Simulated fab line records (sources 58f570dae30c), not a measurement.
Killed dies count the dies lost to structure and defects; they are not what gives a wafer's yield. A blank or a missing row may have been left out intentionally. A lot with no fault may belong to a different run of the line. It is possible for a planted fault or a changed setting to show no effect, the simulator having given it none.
The same fault as seen by 2 desks	flow berkeley_cmos170	each desk has only its own numbers; what lay behind them comes last

## FOR THE TOOL OWNER'S DESK: furnace-03
Per lot that ran on this tool, the mean of the sampled wafers carrying a number, from the tool's own readings at UCB170_M1_ANNEAL_14 (time 1200 s). If a lot's mean is further than 4 standard deviations from the usual mean, the lot is out of limits and carries the mark OUT (the distance appears in the brackets). Of its 8 readings 7 are shown: the one that was out of limits first, and those that lie furthest out on some lot.
Columns: A = spike_tc_centre_C at UCB170_M1_ANNEAL_14, usual 402.0 C; B = spike_tc_load_C at UCB170_M1_ANNEAL_14, usual 418.5 C; C = spike_tc_source_C at UCB170_M1_ANNEAL_14, usual 418.7 C; D = tube_center_temp_C at UCB170_M1_ANNEAL_14, usual 400 C; E = tube_center_temp_C_max at UCB170_M1_ANNEAL_14, usual 401.03; F = zone_power_load_pct at UCB170_M1_ANNEAL_14, usual 5.14 %; G = zone_power_source_pct at UCB170_M1_ANNEAL_14, usual 4.89 %
lot	first seen here	A	B	C	D	E	F	G
L127	day 8 22:53	401.2	418.6	417.4	400	400.99	5.12	4.92
L133	day 10 00:37	402.2	418.0	418.5	400	401.11	5.13	4.89
L134	day 10 14:56	401.4	418.1	418.8	400	401.03	5.13	4.90
L135	day 10 16:17	402.1	418.6	419.0	400	401.10	5.16	4.87
L142	day 12 14:53	482.1 (+73) OUT	500.3 (+82) OUT	500.0 (+74) OUT	480 (+99 or more) OUT	481.15 (+99 or more) OUT	7.00 (+37) OUT	6.66 (+35) OUT
L144	day 12 17:33	482.2 (+73) OUT	501.0 (+82) OUT	500.0 (+74) OUT	480 (+99 or more) OUT	481.07 (+99 or more) OUT	7.04 (+37) OUT	6.59 (+33) OUT
L145	day 12 17:33	481.4 (+72) OUT	498.9 (+80) OUT	500.4 (+74) OUT	480 (+99 or more) OUT	480.98 (+99 or more) OUT	7.06 (+38) OUT	6.63 (+34) OUT
This desk finds L142, L144, L145 out of limits, L142 being first, at day 12 14:53 (spike_tc_centre_C at UCB170_M1_ANNEAL_14). Within limits: L127, L133, L134, L135.

## FROM THE METROLOGY DESK
Means of the sampled wafers that have a number, per lot and without regard to the tool the lot ran on: this is what the gauges read. If a lot's mean is further than 4 standard deviations from the usual mean, the lot is out of limits and carries the mark OUT (the distance appears in the brackets).
Columns: A = cd_nm at UCB170_M1_CD_MEAS_09, usual 700.1 nm; B = M1_OVL at UCB170_M1_OVL_MEAS_10, usual 1 nm; C = cd_nm at UCB170_M1_CD_MEAS_90, usual 701 nm
lot	first seen here	A	B	C
L127	day 8 22:22	701.4	7	699
L133	day 9 23:06	699.7	-8	697
L134	day 10 14:23	699.5	3	699
L135	day 10 14:35	699.2	2	702
L142	day 12 14:20	700.7	0	704
L145	day 12 15:35	701.7	5	703
L144	day 12 15:56	699.9	1	702
Finding of this desk: none of the 7 lots has anything out of limits.

## ALL TOGETHER
On L142, L144, L145, at day 12 14:53, an alarm was possible from the tool owner's desk.
From the metrology desk's view, nothing was out of limits.
The metrology desk has L142, L144, L145 on record, within its limits.
Of the lots named, all ran UCB170_M1_ANNEAL_14 on furnace-03.

## WHAT HAD BEEN PUT IN BY THE SIMULATOR
Process parameter drift: furnace-03, from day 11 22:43 on, at UCB170_M1_ANNEAL_14. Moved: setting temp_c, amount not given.
Lots struck among those shown: L142, L144, L145.
How many hours passed from the start of the fault until each desk's first out-of-limits reading: the tool owner's desk, 16.
